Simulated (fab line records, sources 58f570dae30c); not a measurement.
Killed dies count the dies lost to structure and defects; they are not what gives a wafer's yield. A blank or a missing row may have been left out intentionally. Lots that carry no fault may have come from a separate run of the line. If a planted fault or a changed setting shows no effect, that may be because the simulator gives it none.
What tool caused it? | flow berkeleyCmos170 | 14 lots, 42 wafers sampled, at 2 steps of a route of 331

== WHAT THE GAUGES READ, wafer by wafer ==
UCB170_PSD_OVL_MEAS_07.
lot  | measured     | on         | PSD_OVL (nm)
L859 | day 6 16:41  | overlay-02 | 1 6 5
L861 | day 6 16:54  | overlay-01 | 17 7 11
L862 | day 7 01:04  | overlay-02 | 0 -1 -5
L863 | day 7 11:38  | overlay-01 | 9 1 10
L864 | day 7 11:20  | overlay-01 | -4 2 -8
L868 | day 8 14:50  | overlay-02 | 1 -8 -6
L870 | day 8 14:58  | overlay-02 | 7 -2 4
L871 | day 8 14:02  | overlay-02 | -3 -3 3
L872 | day 9 12:52  | overlay-02 | -5 3 -2
L874 | day 9 17:10  | overlay-02 | 4 16 16
L877 | day 10 06:55 | overlay-01 | 2 7 2
L878 | day 10 06:47 | overlay-02 | 2 5 -3
L881 | day 10 22:15 | overlay-01 | 7 3 -1
L882 | day 11 03:19 | overlay-02 | 9 7 -5

== WHAT TOOL EACH LOT RAN ON (gives the tool, then ch and the chambers of the sampled wafers, and finally the start) ==
lot  | UCB170_ZERO_ETCH_06
L859 | rieDiel-03 ch 0,3, day 1 18:18
L861 | rieDiel-04 ch 0,2,3, day 2 07:37
L862 | rieDiel-04 ch 0,1,2, day 2 13:11
L863 | rieDiel-04 ch 0,2,3, day 2 17:40
L864 | rieDiel-03 ch 1,2,3, day 2 20:31
L868 | rieDiel-04 ch 0,2,3, day 3 18:37
L870 | rieDiel-02 ch 0,2,3, day 4 06:40
L871 | rieDiel-04 ch 0,2,3, day 4 06:45
L872 | rieDiel-04 ch 0,1,3, day 4 12:55
L874 | rieDiel-03 ch 0,1,3, day 5 01:36
L877 | rieDiel-04 ch 1,2,3, day 5 11:40
L878 | rieDiel-04 ch 0,2,3, day 5 16:04
L881 | rieDiel-04 ch 0,1, day 6 09:52
L882 | rieDiel-03 ch 0,1, day 6 17:16
- UCB170_ZERO_ETCH_06: etches SiO2 in CHF3/CF4/Ar, time 12 s.

== AS READ BY THE TOOLS THEMSELVES (means over the sampled wafers that have a number; for cases with no such wafer, the mark the record gives instead) ==
UCB170_ZERO_ETCH_06.
lot  | tool       | drypumpMotorCurrentA (A) | oesProductAu (a.u.) | rfFwdPowerW (W) | throttleValvePct (%)
L859 | rieDiel-03 | 5.2                      | 0.623               | 491.9           | 9.35
L861 | rieDiel-04 | 5.5                      | 0.620               | 490.1           | 9.21
L862 | rieDiel-04 | 5.6                      | 0.618               | 492.2           | 9.32
L863 | rieDiel-04 | 5.5                      | 0.622               | 490.8           | 9.20
L864 | rieDiel-03 | 5.7                      | 0.625               | 491.0           | 9.34
L868 | rieDiel-04 | 5.5                      | 0.619               | 490.9           | 9.21
L870 | rieDiel-02 | 5.5                      | 0.614               | 489.9           | 9.28
L871 | rieDiel-04 | 5.5                      | 0.618               | 490.9           | 9.20
L872 | rieDiel-04 | 5.9                      | 0.622               | 490.6           | 9.28
L874 | rieDiel-03 | 5.8                      | 0.618               | 490.1           | 9.29
L877 | rieDiel-04 | 5.7                      | 0.622               | 492.4           | 9.31
L878 | rieDiel-04 | 5.5                      | 0.622               | 491.2           | 9.19
L881 | rieDiel-04 | 5.8                      | 0.619               | 490.8           | 9.28
L882 | rieDiel-03 | 6.2                      | 0.624               | 490.1           | 9.18

== THE ANSWER, worked out from the rows above alone ==
Rule: the lots themselves supply what counts as usual. The widest of any qualifying gaps counts: lots, ordered by their means at a reading, are off when they make up no more than a third of the lots, leave a main group of 4 or more, and stand apart from it by 3 or more times the standard deviation of that group's means. If all means in a main group match to the digits the tables above print for the reading, that group is not used. Also off: a lot with no number at a reading for which 4 or more lots have one. All remaining lots with rows at the step are treated as sound. Order of review: gauges by route order, followed by the tools' own readings, for which a lot's mean as printed above is used. At the first step where some lot is off, the reading lying furthest off is the one used; lots without a number count as furthest.
Nothing can be told from this: no lot is off at any reading shown.

== WHAT WAS PUT IN BY THE SIMULATOR ==
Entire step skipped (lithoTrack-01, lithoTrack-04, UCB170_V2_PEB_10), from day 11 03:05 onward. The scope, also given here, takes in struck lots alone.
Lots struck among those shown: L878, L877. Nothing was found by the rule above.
